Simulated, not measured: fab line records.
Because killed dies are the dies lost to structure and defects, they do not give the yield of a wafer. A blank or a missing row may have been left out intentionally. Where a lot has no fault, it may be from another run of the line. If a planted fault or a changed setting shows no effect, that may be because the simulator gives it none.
fab line records || flow rit_cmos || part 2 of 2: steps 39 to 51 of 51
[record] {"lots": 5, "wafers": 15, "last_day": 7}
route steps=202 shown WELLDRIVE@50 NWELL@51 PWELL@52 NRETRO@53 PRETRO@64 GATE@75 FOX2@80 REOX@98
lots untouched by any fault: they come from a run of this same line in which no faults occurred
start_h: the number of hours between the record's first day and the start of the first shown wafer of the lot || wait_h: hours elapsed since this lot's preceding step || " the same as in the row above || L1.1+2: one row covering several wafers at once || - either no value or no given start || * or withheld: withheld || < > ~ a bound
route shown NAME@n: a module of which the file shows steps, and the number in the route of the first || usual: mean/standard deviation of fault-free wafers || same: alike in all rows || chamber/n: place in a boat || sites: the reading at each site || _std_site: their standard deviation || _edge_site: inner sites' mean taken away from outer sites' mean || radius_mm: how far each site lies from the wafer's centre || mask NAME#n: copy n || behind: tool/chamber where the wafer was last shaped || hold: why the lot was held/for how many hours/how that ended || device: which transistor (n, p or np) failed to switch || end of line: tests run on the same wafers once the route is complete || for a step that has no rows: nothing shown but its recipe || killed: not the wafer's yield, but the dies lost to structure and defects at the first sort || map: a wafer's dies, marking killed ones x, the rest . and places with no die _
set.NAME: the run value of the setting; set.NAME@STEP: its run value at that earlier step || model.NAME: the simulator's own value behind a step, which no gauge read
lots seen at some steps along the route; tables by step, rows by wafer
services: the hour from which a tool's chamber was out of use, counted from the record's first day as start_h (under 0 if before that day), plus the number of hours and why
[[steps]]
[step RIT_GATE_SOFTBAKE_12]
[recipe] {"resist": "NOVOLAK", "temp_c": 90, "time_s": 61.23}
[usual] {"plate_sensor_t_centre_C": "90.969/0.012", "plate_sensor_t_edge_C": "91.021/0.0093"}
{"lot.wafer": "L075.2", "tool": "litho_track-04", "chamber": 0, "start_h": 43.25, "wait_h": 0.1, "plate_sensor_t_centre_C": 90.958, "plate_sensor_t_edge_C": 91.026}
{"lot.wafer": "L075.3", "tool": "litho_track-04", "chamber": 0, "start_h": 43.25, "wait_h": 0.1, "plate_sensor_t_centre_C": 90.975, "plate_sensor_t_edge_C": 91.024}
{"lot.wafer": "L075.5", "tool": "litho_track-04", "chamber": 0, "start_h": 43.25, "wait_h": 0.1, "plate_sensor_t_centre_C": 90.963, "plate_sensor_t_edge_C": 91.020}
{"lot.wafer": "L079.2", "tool": "litho_track-03", "chamber": 0, "start_h": 64.23, "wait_h": 0.1, "plate_sensor_t_centre_C": 90.985, "plate_sensor_t_edge_C": 91.029}
{"lot.wafer": "L079.5", "tool": "litho_track-03", "chamber": 0, "start_h": 64.23, "wait_h": 0.1, "plate_sensor_t_centre_C": 90.977, "plate_sensor_t_edge_C": 91.015}
{"lot.wafer": "L079.6", "tool": "litho_track-03", "chamber": 0, "start_h": 64.23, "wait_h": 0.1, "plate_sensor_t_centre_C": 90.974, "plate_sensor_t_edge_C": 91.015}
{"lot.wafer": "L082.3", "tool": "litho_track-04", "chamber": 0, "start_h": 78.37, "wait_h": 0.1, "plate_sensor_t_centre_C": 90.960, "plate_sensor_t_edge_C": 91.018}
{"lot.wafer": "L082.4", "tool": "litho_track-04", "chamber": 0, "start_h": 78.37, "wait_h": 0.1, "plate_sensor_t_centre_C": 90.956, "plate_sensor_t_edge_C": 91.007}
{"lot.wafer": "L082.5", "tool": "litho_track-04", "chamber": 0, "start_h": 78.37, "wait_h": 0.1, "plate_sensor_t_centre_C": 90.960, "plate_sensor_t_edge_C": 91.015}
{"lot.wafer": "L087.1", "tool": "litho_track-01", "chamber": 0, "start_h": 102.06, "wait_h": 0.1, "plate_sensor_t_centre_C": 90.973, "plate_sensor_t_edge_C": 91.037}
{"lot.wafer": "L087.2", "tool": "litho_track-01", "chamber": 0, "start_h": 102.06, "wait_h": 0.1, "plate_sensor_t_centre_C": 90.956, "plate_sensor_t_edge_C": 91.030}
{"lot.wafer": "L087.3", "tool": "litho_track-01", "chamber": 0, "start_h": 102.06, "wait_h": 0.1, "plate_sensor_t_centre_C": 90.978, "plate_sensor_t_edge_C": 91.021}
{"lot.wafer": "L094.1", "tool": "litho_track-01", "chamber": 0, "start_h": 136.77, "wait_h": 0.1, "plate_sensor_t_centre_C": 90.965, "plate_sensor_t_edge_C": 91.023}
{"lot.wafer": "L094.3", "tool": "litho_track-01", "chamber": 0, "start_h": 136.77, "wait_h": 0.1, "plate_sensor_t_centre_C": 90.944, "plate_sensor_t_edge_C": 91.036}
{"lot.wafer": "L094.4", "tool": "litho_track-01", "chamber": 0, "start_h": 136.77, "wait_h": 0.1, "plate_sensor_t_centre_C": 90.976, "plate_sensor_t_edge_C": 91.041}
[step RIT_GATE_EXPOSE_13]
[recipe] {"mask_id": "M6", "na": 0.6, "source_shape": "conventional", "sigma_outer": 0.6, "target_cd_nm": 150, "dose_mj": 380}
[same] {"na": 0.6}
{"lot.wafer": "L075.2+3+5", "tool": "iline_stepper-01", "chamber": 0, "start_h": 43.52, "wait_h": 0.2, "mask": "M6#0"}
{"lot.wafer": "L079.2+5+6", "tool": "iline_stepper-01", "chamber": 0, "start_h": 64.37, "wait_h": 0.1, "mask": "M6#0"}
{"lot.wafer": "L082.3+4+5", "tool": "iline_stepper-01", "chamber": 0, "start_h": 78.63, "wait_h": 0.2, "mask": "M6#0"}
{"lot.wafer": "L087.1+2+3", "tool": "iline_stepper-02", "chamber": 0, "start_h": 102.33, "wait_h": 0.2, "mask": "M6#0"}
{"lot.wafer": "L094.1+3+4", "tool": "iline_stepper-02", "chamber": 0, "start_h": 137.04, "wait_h": 0.3, "mask": "M6#0"}
[step RIT_GATE_PEB_14]
[recipe] {"resist": "NOVOLAK", "temp_c": "withheld", "time_s": "withheld"}
{"lot.wafer": "L075.2+3+5", "tool": "litho_track-01", "chamber": 0, "start_h": 43.65, "wait_h": 0.1}
{"lot.wafer": "L079.2+5+6", "tool": "litho_track-03", "chamber": 0, "start_h": 64.49, "wait_h": 0.1}
{"lot.wafer": "L082.3+4+5", "tool": "litho_track-03", "chamber": 0, "start_h": 78.76, "wait_h": 0.1}
{"lot.wafer": "L087.1+2+3", "tool": "litho_track-04", "chamber": 0, "start_h": 102.45, "wait_h": 0.1}
{"lot.wafer": "L094.1+3+4", "tool": "litho_track-03", "chamber": 0, "start_h": 137.16, "wait_h": 0.1}
[step RIT_GATE_DEVELOP_15]
[recipe] {"resist": "NOVOLAK", "develop_time_s": 50, "dev_temp_c": 23}
[same] {"develop_time_s": 50}
{"lot.wafer": "L075.2+3+5", "tool": "litho_track-01", "chamber": 0, "start_h": "-", "wait_h": "-"}
{"lot.wafer": "L079.2+5+6", "tool": "litho_track-03", "chamber": 0, "start_h": "-", "wait_h": "-"}
{"lot.wafer": "L082.3+4+5", "tool": "litho_track-03", "chamber": 0, "start_h": "-", "wait_h": "-"}
{"lot.wafer": "L087.1+2+3", "tool": "litho_track-04", "chamber": 0, "start_h": "-", "wait_h": "-"}
{"lot.wafer": "L094.1+3+4", "tool": "litho_track-03", "chamber": 0, "start_h": "-", "wait_h": "-"}
[step RIT_GATE_CD_MEAS_16]
[recipe] {"target_cd_nm": 150}
[usual] {"cd_nm": "149.6/2.4"}
{"lot.wafer": "L075.2", "tool": "cd_sem-01", "chamber": "-", "start_h": 43.92, "wait_h": "-", "cd_nm": 148.1}
{"lot.wafer": "L075.3", "tool": "cd_sem-01", "chamber": "-", "start_h": 43.92, "wait_h": "-", "cd_nm": 148.0}
{"lot.wafer": "L075.5", "tool": "cd_sem-01", "chamber": "-", "start_h": 43.92, "wait_h": "-", "cd_nm": 148.0}
{"lot.wafer": "L079.2", "tool": "cd_sem-01", "chamber": "-", "start_h": 64.77, "wait_h": "-", "cd_nm": 150.0}
{"lot.wafer": "L079.5", "tool": "cd_sem-01", "chamber": "-", "start_h": 64.77, "wait_h": "-", "cd_nm": 149.1}
{"lot.wafer": "L079.6", "tool": "cd_sem-01", "chamber": "-", "start_h": 64.77, "wait_h": "-", "cd_nm": 149.2}
{"lot.wafer": "L082.3", "tool": "cd_sem-01", "chamber": "-", "start_h": 79.03, "wait_h": "-", "cd_nm": 149.5}
{"lot.wafer": "L082.4", "tool": "cd_sem-01", "chamber": "-", "start_h": 79.03, "wait_h": "-", "cd_nm": 147.6}
{"lot.wafer": "L082.5", "tool": "cd_sem-01", "chamber": "-", "start_h": 79.03, "wait_h": "-", "cd_nm": 148.5}
{"lot.wafer": "L087.1", "tool": "cd_sem-02", "chamber": "-", "start_h": 102.73, "wait_h": "-", "cd_nm": 144.4}
{"lot.wafer": "L087.2", "tool": "cd_sem-02", "chamber": "-", "start_h": 102.73, "wait_h": "-", "cd_nm": 148.3}
{"lot.wafer": "L087.3", "tool": "cd_sem-02", "chamber": "-", "start_h": 102.73, "wait_h": "-", "cd_nm": 148.4}
{"lot.wafer": "L094.1", "tool": "cd_sem-02", "chamber": "-", "start_h": 137.44, "wait_h": "-", "cd_nm": 151.2}
{"lot.wafer": "L094.3", "tool": "cd_sem-02", "chamber": "-", "start_h": 137.44, "wait_h": "-", "cd_nm": 149.3}
{"lot.wafer": "L094.4", "tool": "cd_sem-02", "chamber": "-", "start_h": 137.44, "wait_h": "-", "cd_nm": 148.4}
[step RIT_GATE_OVL_MEAS_17]
[usual] {"GATE_OVL": "-1.4/1.2"}
{"lot.wafer": "L075.2", "tool": "overlay-01", "chamber": "-", "start_h": 44.03, "wait_h": 0.1, "GATE_OVL[nm]": -0.6}
{"lot.wafer": "L075.3", "tool": "overlay-01", "chamber": "-", "start_h": 44.03, "wait_h": 0.1, "GATE_OVL[nm]": 1.0}
{"lot.wafer": "L075.5", "tool": "overlay-01", "chamber": "-", "start_h": 44.03, "wait_h": 0.1, "GATE_OVL[nm]": 0.0}
{"lot.wafer": "L079.2", "tool": "overlay-01", "chamber": "-", "start_h": 64.88, "wait_h": 0.1, "GATE_OVL[nm]": -2.7}
{"lot.wafer": "L079.5", "tool": "overlay-01", "chamber": "-", "start_h": 64.88, "wait_h": 0.1, "GATE_OVL[nm]": -1.7}
{"lot.wafer": "L079.6", "tool": "overlay-01", "chamber": "-", "start_h": 64.88, "wait_h": 0.1, "GATE_OVL[nm]": -1.1}
{"lot.wafer": "L082.3", "tool": "overlay-02", "chamber": "-", "start_h": 79.13, "wait_h": 0.1, "GATE_OVL[nm]": -0.1}
{"lot.wafer": "L082.4", "tool": "overlay-02", "chamber": "-", "start_h": 79.13, "wait_h": 0.1, "GATE_OVL[nm]": -1.2}
{"lot.wafer": "L082.5", "tool": "overlay-02", "chamber": "-", "start_h": 79.13, "wait_h": 0.1, "GATE_OVL[nm]": -0.3}
{"lot.wafer": "L087.1", "tool": "overlay-02", "chamber": "-", "start_h": 102.85, "wait_h": 0.1, "GATE_OVL[nm]": -2.9}
{"lot.wafer": "L087.2", "tool": "overlay-02", "chamber": "-", "start_h": 102.85, "wait_h": 0.1, "GATE_OVL[nm]": -1.6}
{"lot.wafer": "L087.3", "tool": "overlay-02", "chamber": "-", "start_h": 102.85, "wait_h": 0.1, "GATE_OVL[nm]": -2.0}
{"lot.wafer": "L094.1", "tool": "overlay-01", "chamber": "-", "start_h": 137.56, "wait_h": 0.1, "GATE_OVL[nm]": -1.4}
{"lot.wafer": "L094.3", "tool": "overlay-01", "chamber": "-", "start_h": 137.56, "wait_h": 0.1, "GATE_OVL[nm]": -0.4}
{"lot.wafer": "L094.4", "tool": "overlay-01", "chamber": "-", "start_h": 137.56, "wait_h": 0.1, "GATE_OVL[nm]": 0.4}
[step RIT_GATE_HARDBAKE_18]
[recipe] {"resist": "NOVOLAK", "temp_c": 140, "time_s": 60}
{"lot.wafer": "L075.2+3+5", "tool": "litho_track-01", "chamber": 0, "start_h": 44.08, "wait_h": 0.0}
{"lot.wafer": "L079.2+5+6", "tool": "litho_track-03", "chamber": 0, "start_h": 64.93, "wait_h": 0.0}
{"lot.wafer": "L082.3+4+5", "tool": "litho_track-03", "chamber": 0, "start_h": 79.20, "wait_h": 0.1}
{"lot.wafer": "L087.1+2+3", "tool": "litho_track-01", "chamber": 0, "start_h": 103.07, "wait_h": 0.2}
{"lot.wafer": "L094.1+3+4", "tool": "litho_track-01", "chamber": 0, "start_h": 137.60, "wait_h": 0.0}
[step RIT_GATE_ETCH_19]
[recipe] {"chemistry": "SF6/CHF3/O2", "time_s": 165, "SF6_flow_sccm": 30, "CHF3_flow_sccm": 30, "O2_flow_sccm": 5, "target": "poly-Si", "pressure_mtorr": 40, "rf_w": 160, "target_depth_a": 3125, "over_etch_frac": 0.25, "stop_on": "SiO2"}
[usual] {"drypump_motor_current_A": "5.7/0.42", "oes_product_au": "0.850/0.013", "throttle_valve_pct": "10.26/0.16"}
{"lot.wafer": "L075.2", "tool": "rie_si-02", "chamber": 3, "start_h": 44.21, "wait_h": 0.1, "drypump_motor_current_A": 5.1, "oes_product_au": 0.850, "rf_hours_counter_h": 38, "throttle_valve_pct": 10.48}
{"lot.wafer": "L075.3", "tool": "rie_si-02", "chamber": 1, "start_h": 44.21, "wait_h": 0.1, "drypump_motor_current_A": 5.8, "oes_product_au": 0.839, "rf_hours_counter_h": 147, "throttle_valve_pct": 10.43}
{"lot.wafer": "L075.5", "tool": "rie_si-02", "chamber": 1, "start_h": 44.21, "wait_h": 0.1, "drypump_motor_current_A": 5.8, "oes_product_au": 0.838, "rf_hours_counter_h": "-", "throttle_valve_pct": 10.43}
{"lot.wafer": "L079.2", "tool": "rie_si-02", "chamber": 2, "start_h": 65.06, "wait_h": 0.1, "drypump_motor_current_A": 5.4, "oes_product_au": 0.842, "rf_hours_counter_h": 109, "throttle_valve_pct": 10.20}
{"lot.wafer": "L079.5", "tool": "rie_si-02", "chamber": 1, "start_h": 65.06, "wait_h": 0.1, "drypump_motor_current_A": 5.7, "oes_product_au": 0.835, "rf_hours_counter_h": "-", "throttle_valve_pct": 10.40}
{"lot.wafer": "L079.6", "tool": "rie_si-02", "chamber": 2, "start_h": 65.06, "wait_h": 0.1, "drypump_motor_current_A": 5.4, "oes_product_au": 0.840, "rf_hours_counter_h": "-", "throttle_valve_pct": 10.18}
{"lot.wafer": "L082.3", "tool": "rie_si-01", "chamber": 0, "start_h": 79.30, "wait_h": 0.1, "drypump_motor_current_A": 6.5, "oes_product_au": 0.848, "rf_hours_counter_h": 65, "throttle_valve_pct": 10.00}
{"lot.wafer": "L082.4", "tool": "rie_si-01", "chamber": 2, "start_h": 79.30, "wait_h": 0.1, "drypump_motor_current_A": 5.7, "oes_product_au": 0.874, "rf_hours_counter_h": 108, "throttle_valve_pct": 10.42}
{"lot.wafer": "L082.5", "tool": "rie_si-01", "chamber": 0, "start_h": 79.30, "wait_h": 0.1, "drypump_motor_current_A": 6.5, "oes_product_au": 0.846, "rf_hours_counter_h": "-", "throttle_valve_pct": 10.00}
{"lot.wafer": "L087.1", "tool": "rie_si-02", "chamber": 3, "start_h": 103.22, "wait_h": 0.1, "drypump_motor_current_A": 5.1, "oes_product_au": 0.855, "rf_hours_counter_h": 38, "throttle_valve_pct": 10.48}
{"lot.wafer": "L087.2", "tool": "rie_si-02", "chamber": 0, "start_h": 103.22, "wait_h": 0.1, "drypump_motor_current_A": 5.0, "oes_product_au": 0.849, "rf_hours_counter_h": 3, "throttle_valve_pct": 10.10}
{"lot.wafer": "L087.3", "tool": "rie_si-02", "chamber": 2, "start_h": 103.22, "wait_h": 0.1, "drypump_motor_current_A": 5.4, "oes_product_au": 0.854, "rf_hours_counter_h": 109, "throttle_valve_pct": 10.19}
{"lot.wafer": "L094.1", "tool": "rie_si-01", "chamber": 3, "start_h": 137.75, "wait_h": 0.1, "drypump_motor_current_A": 5.8, "oes_product_au": 0.845, "rf_hours_counter_h": 63, "throttle_valve_pct": 10.28}
{"lot.wafer": "L094.3", "tool": "rie_si-01", "chamber": 0, "start_h": 137.75, "wait_h": 0.1, "drypump_motor_current_A": 6.5, "oes_product_au": 0.837, "rf_hours_counter_h": 66, "throttle_valve_pct": 9.99}
{"lot.wafer": "L094.4", "tool": "rie_si-01", "chamber": 1, "start_h": 137.75, "wait_h": 0.1, "drypump_motor_current_A": 5.8, "oes_product_au": 0.855, "rf_hours_counter_h": 58, "throttle_valve_pct": 10.22}
[step RIT_GATE_STRIP_20]
[recipe] {"chemistry": "O2", "time_s": 180, "resist": "NOVOLAK", "platen_temp_c": "withheld", "power_w": 500, "pressure_mtorr": 4000, "o2_flow_sccm": 4000}
[usual] {"drypump_motor_current_A": "5.5/0.37", "rf_refl_power_W": "7.7/1.5"}
{"lot.wafer": "L075.2", "tool": "plasma_asher-02", "chamber": 1, "start_h": 44.32, "wait_h": 0.1, "drypump_motor_current_A": 4.9, "rf_hours_counter_h": 33, "rf_refl_power_W": 7.5}
{"lot.wafer": "L075.3", "tool": "plasma_asher-02", "chamber": 0, "start_h": 44.32, "wait_h": 0.1, "drypump_motor_current_A": 6.3, "rf_hours_counter_h": "-", "rf_refl_power_W": 7.2}
{"lot.wafer": "L075.5", "tool": "plasma_asher-02", "chamber": 1, "start_h": 44.32, "wait_h": 0.1, "drypump_motor_current_A": 4.9, "rf_hours_counter_h": "-", "rf_refl_power_W": 7.4}
{"lot.wafer": "L079.2", "tool": "plasma_asher-04", "chamber": 1, "start_h": 65.17, "wait_h": 0.1, "drypump_motor_current_A": 5.6, "rf_hours_counter_h": 30, "rf_refl_power_W": 9.6}
{"lot.wafer": "L079.5", "tool": "plasma_asher-04", "chamber": 0, "start_h": 65.17, "wait_h": 0.1, "drypump_motor_current_A": 5.2, "rf_hours_counter_h": "-", "rf_refl_power_W": 7.8}
{"lot.wafer": "L079.6", "tool": "plasma_asher-04", "chamber": 1, "start_h": 65.17, "wait_h": 0.1, "drypump_motor_current_A": 5.6, "rf_hours_counter_h": "-", "rf_refl_power_W": 10.2}
{"lot.wafer": "L082.3", "tool": "plasma_asher-01", "chamber": 0, "start_h": 79.47, "wait_h": 0.1, "drypump_motor_current_A": 5.6, "rf_hours_counter_h": "-", "rf_refl_power_W": 7.5}
{"lot.wafer": "L082.4", "tool": "plasma_asher-01", "chamber": 1, "start_h": 79.47, "wait_h": 0.1, "drypump_motor_current_A": 5.6, "rf_hours_counter_h": "-", "rf_refl_power_W": 5.4}
{"lot.wafer": "L082.5", "tool": "plasma_asher-01", "chamber": 1, "start_h": 79.47, "wait_h": 0.1, "drypump_motor_current_A": 5.6, "rf_hours_counter_h": "-", "rf_refl_power_W": 5.4}
{"lot.wafer": "L087.1", "tool": "plasma_asher-04", "chamber": 0, "start_h": 103.33, "wait_h": 0.1, "drypump_motor_current_A": 5.2, "rf_hours_counter_h": 35, "rf_refl_power_W": 7.4}
{"lot.wafer": "L087.2", "tool": "plasma_asher-04", "chamber": 1, "start_h": 103.33, "wait_h": 0.1, "drypump_motor_current_A": 5.6, "rf_hours_counter_h": 35, "rf_refl_power_W": 10.5}
{"lot.wafer": "L087.3", "tool": "plasma_asher-04", "chamber": 1, "start_h": 103.33, "wait_h": 0.1, "drypump_motor_current_A": 5.6, "rf_hours_counter_h": "-", "rf_refl_power_W": 10.0}
{"lot.wafer": "L094.1", "tool": "plasma_asher-01", "chamber": 1, "start_h": 137.86, "wait_h": 0.1, "drypump_motor_current_A": 5.6, "rf_hours_counter_h": 50, "rf_refl_power_W": 5.4}
{"lot.wafer": "L094.3", "tool": "plasma_asher-01", "chamber": 0, "start_h": 137.86, "wait_h": 0.1, "drypump_motor_current_A": 5.6, "rf_hours_counter_h": "-", "rf_refl_power_W": 7.2}
{"lot.wafer": "L094.4", "tool": "plasma_asher-01", "chamber": 1, "start_h": 137.86, "wait_h": 0.1, "drypump_motor_current_A": 5.6, "rf_hours_counter_h": "-", "rf_refl_power_W": 5.3}
[step RIT_GATE_CD_MEAS_90]
[recipe] {"target_cd_nm": 150}
[usual] {"cd_nm": "149.5/2.4"}
{"lot.wafer": "L075.2", "tool": "cd_sem-02", "chamber": "-", "start_h": 44.51, "wait_h": 0.1, "cd_nm": 148.1}
{"lot.wafer": "L075.3", "tool": "cd_sem-02", "chamber": "-", "start_h": 44.51, "wait_h": 0.1, "cd_nm": 147.7}
{"lot.wafer": "L075.5", "tool": "cd_sem-02", "chamber": "-", "start_h": 44.51, "wait_h": 0.1, "cd_nm": 148.2}
{"lot.wafer": "L079.2", "tool": "cd_sem-02", "chamber": "-", "start_h": 65.36, "wait_h": 0.1, "cd_nm": 150.4}
{"lot.wafer": "L079.5", "tool": "cd_sem-02", "chamber": "-", "start_h": 65.36, "wait_h": 0.1, "cd_nm": 149.0}
{"lot.wafer": "L079.6", "tool": "cd_sem-02", "chamber": "-", "start_h": 65.36, "wait_h": 0.1, "cd_nm": 149.4}
{"lot.wafer": "L082.3", "tool": "cd_sem-02", "chamber": "-", "start_h": 79.62, "wait_h": 0.1, "cd_nm": 149.4}
{"lot.wafer": "L082.4", "tool": "cd_sem-02", "chamber": "-", "start_h": 79.62, "wait_h": 0.1, "cd_nm": 147.5}
{"lot.wafer": "L082.5", "tool": "cd_sem-02", "chamber": "-", "start_h": 79.62, "wait_h": 0.1, "cd_nm": 148.6}
{"lot.wafer": "L087.1", "tool": "cd_sem-02", "chamber": "-", "start_h": 103.50, "wait_h": 0.1, "cd_nm": 144.1}
{"lot.wafer": "L087.2", "tool": "cd_sem-02", "chamber": "-", "start_h": 103.50, "wait_h": 0.1, "cd_nm": 147.9}
{"lot.wafer": "L087.3", "tool": "cd_sem-02", "chamber": "-", "start_h": 103.50, "wait_h": 0.1, "cd_nm": 148.5}
{"lot.wafer": "L094.1", "tool": "cd_sem-01", "chamber": "-", "start_h": 138.03, "wait_h": 0.1, "cd_nm": 150.4}
{"lot.wafer": "L094.3", "tool": "cd_sem-01", "chamber": "-", "start_h": 138.03, "wait_h": 0.1, "cd_nm": 149.4}
{"lot.wafer": "L094.4", "tool": "cd_sem-01", "chamber": "-", "start_h": 138.03, "wait_h": 0.1, "cd_nm": 148.6}
[step RIT_REOX_CLEAN_00]
[recipe] {"chemistry": "SC1", "mix": "3:3:50", "time_s": 600, "temp_c": 75}
{"lot.wafer": "L075.2+3+5", "tool": "wet_bench-01", "chamber": 1, "start_h": 44.61, "wait_h": 0.1}
{"lot.wafer": "L079.2+5+6", "tool": "wet_bench-04", "chamber": 0, "start_h": 65.46, "wait_h": 0.1}
{"lot.wafer": "L082.3+4+5", "tool": "wet_bench-02", "chamber": 2, "start_h": 79.70, "wait_h": 0.1}
{"lot.wafer": "L087.1+2+3", "tool": "wet_bench-01", "chamber": 1, "start_h": 103.62, "wait_h": 0.1}
{"lot.wafer": "L094.1+3+4", "tool": "wet_bench-01", "chamber": 0, "start_h": 138.15, "wait_h": 0.1}
[step RIT_REOX_CLEAN_01]
[recipe] {"chemistry": "dHF", "dilution": "50:1", "time_s": 30}
{"lot.wafer": "L075.2+3+5", "tool": "wet_bench-04", "chamber": 2, "start_h": 44.79, "wait_h": 0.0}
{"lot.wafer": "L079.2+5+6", "tool": "wet_bench-01", "chamber": 3, "start_h": 65.64, "wait_h": 0.0}
{"lot.wafer": "L082.3+4+5", "tool": "wet_bench-01", "chamber": 0, "start_h": 79.88, "wait_h": 0.0}
{"lot.wafer": "L087.1+2+3", "tool": "wet_bench-01", "chamber": 1, "start_h": 103.80, "wait_h": 0.0}
{"lot.wafer": "L094.1+3+4", "tool": "wet_bench-04", "chamber": 3, "start_h": 138.33, "wait_h": 0.0}
[step RIT_REOX_CLEAN_02]
[recipe] {"chemistry": "SC2", "mix": "3:3:50", "time_s": 600, "temp_c": 75, "dry": "n2_spin"}
{"lot.wafer": "L075.2+3+5", "tool": "wet_bench-01", "chamber": 1, "start_h": 44.81, "wait_h": 0.0}
{"lot.wafer": "L079.2+5+6", "tool": "wet_bench-02", "chamber": 3, "start_h": 65.65, "wait_h": 0.0}
{"lot.wafer": "L082.3+4+5", "tool": "wet_bench-02", "chamber": 2, "start_h": 79.89, "wait_h": 0.0}
{"lot.wafer": "L087.1+2+3", "tool": "wet_bench-01", "chamber": 0, "start_h": 103.81, "wait_h": 0.0}
{"lot.wafer": "L094.1+3+4", "tool": "wet_bench-02", "chamber": 2, "start_h": 138.35, "wait_h": 0.0}
[[services]]
{"tool": "furnace-03", "chamber": "-", "start_h": 16.41, "hours": 4.8, "kind": "repair"}
{"tool": "iline_stepper-02", "chamber": "-", "start_h": 17.27, "hours": 1.7, "kind": "pm"}
{"tool": "implanter-03", "chamber": "-", "start_h": 26.50, "hours": 4.9, "kind": "repair"}
{"tool": "plasma_asher-01", "chamber": "-", "start_h": 27.66, "hours": 2.8, "kind": "pm"}
{"tool": "plasma_asher-01", "chamber": "-", "start_h": 31.34, "hours": 1.6, "kind": "repair"}
{"tool": "furnace-04", "chamber": "-", "start_h": 36.10, "hours": 3.3, "kind": "pm"}
{"tool": "furnace-03", "chamber": "-", "start_h": 44.08, "hours": 3.6, "kind": "pm"}
{"tool": "rie_si-02", "chamber": 3, "start_h": 54.97, "hours": 1.6, "kind": "repair"}
{"tool": "furnace-02", "chamber": "-", "start_h": 56.10, "hours": 4.2, "kind": "pm"}
{"tool": "furnace-04", "chamber": "-", "start_h": 56.54, "hours": 5.5, "kind": "pm"}
{"tool": "furnace-02", "chamber": "-", "start_h": 60.33, "hours": 4.9, "kind": "pm"}
{"tool": "implanter-01", "chamber": "-", "start_h": 63.30, "hours": 4.4, "kind": "pm"}
{"tool": "implanter-01", "chamber": "-", "start_h": 67.68, "hours": 3.4, "kind": "pm"}
{"tool": "implanter-04", "chamber": "-", "start_h": 70.29, "hours": 3.6, "kind": "pm"}
{"tool": "plasma_asher-01", "chamber": "-", "start_h": 83.32, "hours": 14.6, "kind": "pm"}
{"tool": "wet_bench-02", "chamber": "-", "start_h": 90.96, "hours": 2.8, "kind": "repair"}
{"tool": "lpcvd-02", "chamber": "-", "start_h": 101.81, "hours": 0.9, "kind": "repair"}
{"tool": "implanter-04", "chamber": "-", "start_h": 105.84, "hours": 5.2, "kind": "repair"}
{"tool": "plasma_asher-02", "chamber": "-", "start_h": 108.75, "hours": 9.0, "kind": "pm"}
{"tool": "plasma_asher-02", "chamber": 0, "start_h": 108.75, "hours": 9.0, "kind": "vent_cycle"}
{"tool": "plasma_asher-02", "chamber": 1, "start_h": 108.75, "hours": 9.0, "kind": "vent_cycle"}
{"tool": "plasma_asher-02", "chamber": "-", "start_h": 117.75, "hours": 2.8, "kind": "pm"}
{"tool": "furnace-01", "chamber": "-", "start_h": 132.64, "hours": 3.9, "kind": "pm"}
{"tool": "iline_stepper-01", "chamber": "-", "start_h": 135.02, "hours": 2.7, "kind": "repair"}
